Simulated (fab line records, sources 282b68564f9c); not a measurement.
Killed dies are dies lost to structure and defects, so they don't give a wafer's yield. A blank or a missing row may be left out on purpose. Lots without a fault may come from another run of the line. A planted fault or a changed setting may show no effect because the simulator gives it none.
Which tool did it? | flow rit_cmos | 7 lots, 21 wafers sampled, at 2 steps of a route of 202

WHAT THE GAUGES READ, wafer by wafer
RIT_PLDD_TW_MEAS_10.
lot  | measured    | on            | PLDD_TW
L299 | day 3 07:07 | film_metro-04 | 2368 2360 2369
L301 | day 3 16:26 | film_metro-02 | 2315 2344 2343
L309 | day 5 11:33 | film_metro-02 | 30 30 30
L311 | day 6 00:38 | film_metro-03 | 2333 2349 2335
L314 | day 6 15:55 | film_metro-02 | 2331 2341 2340
L317 | day 7 04:46 | film_metro-04 | 2360 2349 2364
L319 | day 7 19:17 | film_metro-04 | 2371 2360 2354

WHICH TOOL RAN EACH LOT (tool, then ch and the chambers of the sampled wafers, then the start)
lot  | RIT_PLDD_DEVELOP_05
L299 | litho_track-01 ch 0, day 3 06:00
L301 | litho_track-02 ch 0, day 3 15:00
L309 | litho_track-01 ch 0, day 5 10:00
L311 | litho_track-02 ch 0, day 6 00:00
L314 | litho_track-04 ch 0, day 6 15:00
L317 | litho_track-02 ch 0, day 7 04:00
L319 | litho_track-04 ch 0, day 7 18:00
- RIT_PLDD_DEVELOP_05: develop time 50 s.

THE ANSWER, worked out from the rows above alone
Rule: what is usual is taken from the lots themselves. Put in order of their means at a reading, lots are off if they are a third of the lots or fewer, leave a main group of 4 or more, and stand apart from it by a gap of 3 or more times the standard deviation of the main group's means; of several such gaps the widest counts. A main group whose means are all the same, to the digits that the tables above print for the reading, isn't used. A lot without any number at a reading at which 4 lots or more have one is off too. The other lots that the step has rows for count as sound.
Off: L309, at RIT_PLDD_TW_MEAS_10 (PLDD_TW). The main group: mean 2349, standard deviation 13.
A tool fits if, at a process step before that reading, it ran every lot that is off, and no sound lot after the first of them. The gauges at RIT_PLDD_TW_MEAS_10 are tried like those tools. One fits: litho_track-01 at RIT_PLDD_DEVELOP_05. Its last sound lot is L299 (day 3 06:00), its first lot that is off L309 (day 5 10:00): a fault that began between those two fits.

WHAT THE SIMULATOR HAD PUT IN
Process parameter drift: litho_track-01, from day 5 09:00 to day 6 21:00, at RIT_PLDD_DEVELOP_05. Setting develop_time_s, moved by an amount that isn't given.
Lots struck among those shown: L309. The rule above found the same.
